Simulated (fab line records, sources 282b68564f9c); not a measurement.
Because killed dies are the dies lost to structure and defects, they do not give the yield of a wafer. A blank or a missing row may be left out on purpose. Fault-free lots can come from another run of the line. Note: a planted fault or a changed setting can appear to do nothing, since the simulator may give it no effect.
Problem report, 8D (eight disciplines) form, completed by code / flow ritCmos / the parts of the form that need people (team, actions taken, sign-off) are left out

1. WHAT IS WRONG
SPACER_NITRIDE_THK at RIT_SPACER_THK_MEAS_04 reads a mean of 220.7 nm on 9 wafers of 3 lots; wafers without a fault read 251.2 nm with a standard deviation of 2.7. Relative to the usual mean, that is a shift of -11 standard deviations.
Seen first at day 4 03:26 on filmMetro-04, wafer L868.3. Wafers with a number at this step in the record: 45, from 15 lots. The rule behind "out" and "out of limits": a value lying over 4 standard deviations away from the usual mean. The other wafers with a number count as sound.

2. WHAT IT IS; WHAT IT IS NOT
question=which readings at this step | is=SPACER_NITRIDE_THK | is not=-
question=which lots | is=L868, L869, L870 | is not=L863, L864, L866, L867, L871, L880, L881, L882, L883, L884, L885, L886
question=which wafers of those lots | is=all that have a number | is not=-
question=read on which gauges | is=filmMetro-02, filmMetro-04 | is not=filmMetro-03
question=when | is=from day 4 03:26 | is not=up to then (12 sound wafers); but 24 sound wafers of L871, L880, L881, L882, L883, L884, L885, L886 came after

3. THE SUSPECTS, EACH WITH WHAT RULES IT OUT
Counting: a tool at any process step up to the reading remains a suspect when it ran all the lots that are out and ran no sound lot after the first of those.
- ruled out: the gauge at RIT_SPACER_THK_MEAS_04. Those wafers that are out were read across 2 gauges (filmMetro-02, filmMetro-04).
- lpcvd-01 at RIT_SPACER_CVD_03 (deposits Si3N4 from SiH2Cl2/NH3, target thk 250 nm, time 3300 s): ruled out as a lasting fault. After its first lot that is out, L868 (day 4 01:30), sound lots L881, L882, L884, L886 ran on it.
Left after counting: nothing in the record.

4. THE CAUSE (what the simulator had put in)
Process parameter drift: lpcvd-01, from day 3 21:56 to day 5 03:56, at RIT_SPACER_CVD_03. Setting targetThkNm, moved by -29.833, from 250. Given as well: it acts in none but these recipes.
The count ruled it out by mistake, since the rule takes a fault to strike every lot its tool runs from the start of the fault on, and this one did not do so.

5. SEQUENCE OF EFFECTS, ordered by route
Rows list readings where the struck wafers' mean (over those with a number) sits beyond 3 standard deviations from the usual. Readings are gone through only where the record gives a usual standard deviation; hours: the median, over the lots, of the time from a lot's start at the first step in this table giving one to that lot's start at this step; sigmas: the change measured in usual standard deviations.
hours=0; step=RIT_SPACER_THK_MEAS_04; reading=SPACER_NITRIDE_THK; usual=251.2 nm; on struck wafers=220.7; change=-30.5; sigmas=-11
hours=0; step=RIT_SPACER_ETCHBACK_05; reading=oesProductAu; usual=0.842 a.u.; on struck wafers=0.767; change=-0.075; sigmas=-5.7
Process steps it contains:
- RIT_SPACER_ETCHBACK_05: etches Si3N4 in SF6/CHF3, stops on SiO2, target depth 250 nm, time 240 s.

6. WHAT WOULD HAVE CAUGHT IT SOONER
The first out-of-limits reading at a measuring or inspecting step in this record came at day 4 03:26, 6 hours after the fault's start at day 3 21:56.
Of the tool readings at RIT_SPACER_CVD_03 for which the record gives a usual standard deviation, none was out on any struck wafer, so an alarm limit of 4 standard deviations on them would not have fired.
